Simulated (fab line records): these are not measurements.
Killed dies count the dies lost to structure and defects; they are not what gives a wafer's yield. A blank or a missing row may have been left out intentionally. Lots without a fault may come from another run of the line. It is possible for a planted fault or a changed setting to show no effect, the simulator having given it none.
The tool behind it: which one? | flow berkeleyCmos170 | 7 lots with 21 wafers sampled at 2 steps, on a route of 331 steps

## WHAT THE GAUGES READ, wafer by wafer
UCB170_V2_THK_MEAS_01.
lot  | measured     | on           | V2_TEOS_THK (nm)
L743 | day 7 14:29  | filmMetro-04 | 2068 2011 2087
L748 | day 8 10:34  | filmMetro-02 | 1986 1968 2017
L751 | day 9 23:26  | filmMetro-03 | 1991 1976 2005
L759 | day 10 22:19 | filmMetro-03 | 2023 2044 2039
L758 | day 10 22:56 | filmMetro-04 | 1982 2018 2129
L761 | day 12 00:46 | filmMetro-02 | 1975 2046 2008
L764 | day 12 14:07 | filmMetro-02 | 2011 2037 2042

## WHICH TOOL RAN EACH LOT (tool, then ch and the chambers of the sampled wafers, then the start)
lot  | UCB170_V2_CVD_00
L743 | pecvd-01 ch 1,2, day 7 14:17
L748 | pecvd-03 ch 1,2, day 8 10:23
L751 | pecvd-02 ch 0,1, day 9 23:17
L759 | pecvd-02 ch 0,1, day 10 22:10
L758 | pecvd-01 ch 0,2, day 10 22:46
L761 | pecvd-02 ch 0,1,2, day 12 00:35
L764 | pecvd-01 ch 1,2, day 12 13:58
- UCB170_V2_CVD_00: deposits SiO2 from TEOS/O2, target thk 2000 nm, time 250 s.

## THE ANSWER, worked out from the rows above alone
Rule: the usual values come from the lots themselves. Put in order of their means at a reading, lots are off if they are a third of the lots or fewer, leave a main group of 4 or more, and stand apart from it by a gap of 3 or more times the standard deviation of the main group's means; of several such gaps the widest counts. Not used: any main group whose means are identical at the precision the tables above print for the reading. A lot without any number at a reading at which 4 lots or more have one is off too. All remaining lots with rows at the step are treated as sound.
None of the lots is off at any reading shown; this tells nothing.

## WHAT THE SIMULATOR HAD INSERTED
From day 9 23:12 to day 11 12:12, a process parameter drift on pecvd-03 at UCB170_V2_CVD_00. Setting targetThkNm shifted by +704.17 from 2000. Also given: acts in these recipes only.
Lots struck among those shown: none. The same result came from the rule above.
